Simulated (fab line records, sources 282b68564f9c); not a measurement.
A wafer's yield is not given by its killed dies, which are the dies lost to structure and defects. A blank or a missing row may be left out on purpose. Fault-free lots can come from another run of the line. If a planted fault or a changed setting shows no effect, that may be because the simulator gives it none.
Which tool is to blame? | flow ritCmos | 14 lots, 42 wafers sampled, at 4 steps of a route of 202

## WHAT EACH GAUGE READ, for each wafer
RIT_ACTIVE_THK_MEAS_02. Usual: for ACTIVE_OXIDE_THK the level is 47.5 nm and the standard deviation is 0.85.
lot  | measured    | on           | ACTIVE_OXIDE_THK (nm) | flag
L961 | day 1 12:04 | filmMetro-04 | 47.1 45.5 45.7        | 
L962 | day 1 17:05 | filmMetro-02 | 48.1 48.3 48.7        | 
L964 | day 2 03:03 | filmMetro-02 | 48.3 47.8 47.6        | 
L965 | day 2 08:04 | filmMetro-03 | 48.7 48.6 47.2        | 
L966 | day 2 13:03 | filmMetro-04 | 48.8 48.7 48.5        | 
L970 | day 3 09:04 | filmMetro-04 | 48.2 47.9 48.1        | 
L972 | day 3 19:05 | filmMetro-04 | 46.9 47.9 47.6        | 
L973 | day 4 00:04 | filmMetro-03 | 48.2 48.2 47.9        | 
L974 | day 4 05:50 | filmMetro-02 | 46.5 47.3 46.9        | 
L975 | day 4 10:35 | filmMetro-02 | 29.2 29.9 29.8        | OFF
L976 | day 4 15:03 | filmMetro-02 | 28.5 29.3 28.7        | OFF
L978 | day 5 01:03 | filmMetro-04 | 46.5 45.6 46.3        | 
L983 | day 6 02:03 | filmMetro-04 | 47.7 47.6 47.3        | 
L984 | day 6 07:04 | filmMetro-02 | 48.3 48.2 47.4        | 

RIT_WELLDRIVE_RS_MEAS_02: uses a four-point probe to measure. Usual: for PWELL_RS the level is 429.0 ohm/sq and the standard deviation is 1.3.
lot  | measured    | on           | PWELL_RS (ohm/sq) | flag
L961 | day 2 03:44 | filmMetro-01 | 428.0 427.5 427.4 | 
L962 | day 2 10:05 | filmMetro-03 | 427.5 427.0 427.1 | 
L964 | day 2 20:12 | filmMetro-04 | 427.2 427.1 426.9 | 
L965 | day 3 01:19 | filmMetro-03 | 428.5 427.6 427.7 | 
L966 | day 3 05:41 | filmMetro-04 | 428.7 428.1 429.9 | 
L970 | day 4 04:11 | filmMetro-04 | 429.3 429.7 431.4 | 
L972 | day 4 11:20 | filmMetro-01 | 429.8 430.0 430.4 | 
L973 | day 4 15:50 | filmMetro-01 | 427.8 428.7 429.1 | 
L974 | day 4 21:35 | filmMetro-03 | 427.8 429.2 427.4 | 
L975 | day 5 03:49 | filmMetro-01 | 428.6 427.9 428.1 | 
L976 | day 5 06:44 | filmMetro-01 | 428.7 428.8 428.8 | 
L978 | day 5 16:48 | filmMetro-01 | 428.6 430.0 431.1 | 
L983 | day 6 17:53 | filmMetro-04 | 431.7 430.2 430.2 | 
L984 | day 6 22:39 | filmMetro-01 | 428.3 428.2 429.6 | 

RIT_PRETRO_OVL_MEAS_06. Usual: for PRETRO_OVL the level is 0.1 nm and the standard deviation is 1.5.
lot  | measured    | on         | PRETRO_OVL (nm) | flag
L961 | day 2 06:24 | overlay-02 | 1.0 0.9 1.2     | 
L962 | day 2 12:45 | overlay-01 | -0.4 1.5 0.2    | 
L964 | day 2 22:45 | overlay-01 | 0.9 -0.6 0.0    | 
L965 | day 3 03:58 | overlay-01 | 3.0 1.1 2.6     | 
L966 | day 3 08:22 | overlay-02 | 1.6 1.5 1.9     | 
L970 | day 4 06:53 | overlay-01 | 1.0 -1.0 -0.9   | 
L972 | day 4 13:58 | overlay-02 | 3.8 1.6 2.2     | 
L973 | day 4 18:23 | overlay-02 | 0.0 0.1 -1.0    | 
L974 | day 5 00:26 | overlay-02 | -0.6 0.0 0.3    | 
L975 | day 5 06:47 | overlay-01 | -1.8 -0.1 -0.9  | 
L976 | day 5 09:17 | overlay-01 | -3.3 -1.0 -2.9  | 
L978 | day 5 19:29 | overlay-02 | -0.2 2.0 0.4    | 
L983 | day 6 20:26 | overlay-02 | -0.3 2.4 1.4    | 
L984 | day 7 01:19 | overlay-01 | -1.2 -0.9 -0.3  | 

## WHAT TOOL EACH LOT RAN ON (gives the tool, then ch and the chambers of the sampled wafers, and finally the start)
lot  | RIT_ACTIVE_OXIDATION_01
L961 | furnace-03 ch 0, day 1 10:07
L962 | furnace-01 ch 0, day 1 15:09
L964 | furnace-01 ch 0, day 2 01:07
L965 | furnace-02 ch 0, day 2 06:07
L966 | furnace-02 ch 0, day 2 11:07
L970 | furnace-01 ch 0, day 3 07:07
L972 | furnace-01 ch 0, day 3 17:07
L973 | furnace-02 ch 0, day 3 22:07
L974 | furnace-02 ch 0, day 4 03:53
L975 | furnace-02 ch 0, day 4 08:38
L976 | furnace-02 ch 0, day 4 13:07
L978 | furnace-03 ch 0, day 4 23:07
L983 | furnace-03 ch 0, day 6 00:07
L984 | furnace-01 ch 0, day 6 05:07
- RIT_ACTIVE_OXIDATION_01: target thk 46.8 nm, ox time 3360 s.

## WHAT THE TOOLS THEMSELVES READ (means of the sampled wafers that have a number; where no wafer has one, the mark that the record gives instead)
RIT_ACTIVE_OXIDATION_01. Usual: spikeTcCentreC 1002.1 C, standard deviation 1.3; spikeTcLoadC 1024.8 C, standard deviation 1.1; spikeTcSourceC 1023.3 C, standard deviation 2.2; tubeCenterTempC 1000 C, standard deviation 0.096; tube_center_temp_C_max 1002.6, standard deviation 0.39.
lot  | tool       | spikeTcCentreC (C) | spikeTcLoadC (C) | spikeTcSourceC (C) | tubeCenterTempC (C) | tube_center_temp_C_max | flag
L961 | furnace-03 | 1003.7             | 1024.4           | 1025.6             | 1000                | 1002.9                 | 
L962 | furnace-01 | 1002.0             | 1024.4           | 1021.8             | 1000                | 1002.9                 | 
L964 | furnace-01 | 1002.0             | 1024.5           | 1021.1             | 1000                | 1002.7                 | 
L965 | furnace-02 | 1001.0             | 1025.1           | 1024.4             | 1000                | 1002.4                 | 
L966 | furnace-02 | 1000.5             | 1025.4           | 1024.3             | 1000                | 1002.5                 | 
L970 | furnace-01 | 1001.4             | 1024.5           | 1021.2             | 1000                | 1002.8                 | 
L972 | furnace-01 | 1002.2             | 1026.1           | 1020.8             | 1000                | 1002.6                 | 
L973 | furnace-02 | 1001.1             | 1025.0           | 1024.1             | 1000                | 1002.7                 | 
L974 | furnace-02 | 1001.0             | 1025.1           | 1023.9             | 1000                | 1002.5                 | 
L975 | furnace-02 | 947.8              | 971.5            | 969.6              | 946                 | 948.8                  | OFF
L976 | furnace-02 | 947.5              | 970.9            | 969.7              | 946                 | 948.9                  | OFF
L978 | furnace-03 | 1002.8             | 1024.3           | 1025.9             | 1000                | 1002.8                 | 
L983 | furnace-03 | 1002.8             | 1024.0           | 1025.5             | 1000                | 1002.6                 | 
L984 | furnace-01 | 1003.2             | 1025.0           | 1020.6             | 1000                | 1002.3                 | 

## THE ANSWER, worked out from the rows above alone
Rule: a lot is off if the mean of its wafers that have a number lies more than 3 standard deviations from the usual mean. A lot without any number at a reading at which 4 lots or more have one is off too. The other lots that the step has rows for count as sound. First the gauges in route order, then the tools' own readings, where a lot's mean is used as printed above. At the first step where some lot is off, the reading lying furthest off is the one used; lots without a number count as furthest.
Off: L975, L976, seen at RIT_ACTIVE_THK_MEAS_02 (ACTIVE_OXIDE_THK).
If a tool, at a process step before that reading, ran all the lots that are off and no sound lot after the first of them, it fits. The gauges at RIT_ACTIVE_THK_MEAS_02 aren't tried: what is off there is off at RIT_ACTIVE_OXIDATION_01 too, on other tools, and a gauge's error can't cause that. One candidate fits, namely furnace-02 at RIT_ACTIVE_OXIDATION_01. Its last sound lot is L974 (day 4 03:53), its first lot that is off L975 (day 4 08:38): a fault that began between those two fits.
The tool's own readings at RIT_ACTIVE_OXIDATION_01 bear it out: on the lots that are off they differ by more than 5 times the standard deviation of the sound lots' means. spikeTcCentreC reads 947.6 C there against 1002.0 C on the sound lots; spikeTcLoadC reads 971.2 C there against 1024.8 C on the sound lots; spikeTcSourceC reads 969.7 C there against 1023.3 C on the sound lots; tubeCenterTempC reads 946 C there against 1000 C on the sound lots; tube_center_temp_C_max reads 948.8 there against 1002.6 on the sound lots.

## WHAT WAS PUT IN BY THE SIMULATOR
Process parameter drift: furnace-02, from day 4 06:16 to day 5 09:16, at RIT_ACTIVE_OXIDATION_01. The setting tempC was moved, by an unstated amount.
Struck lots among those shown: L975, L976. The rule above reached the same finding.
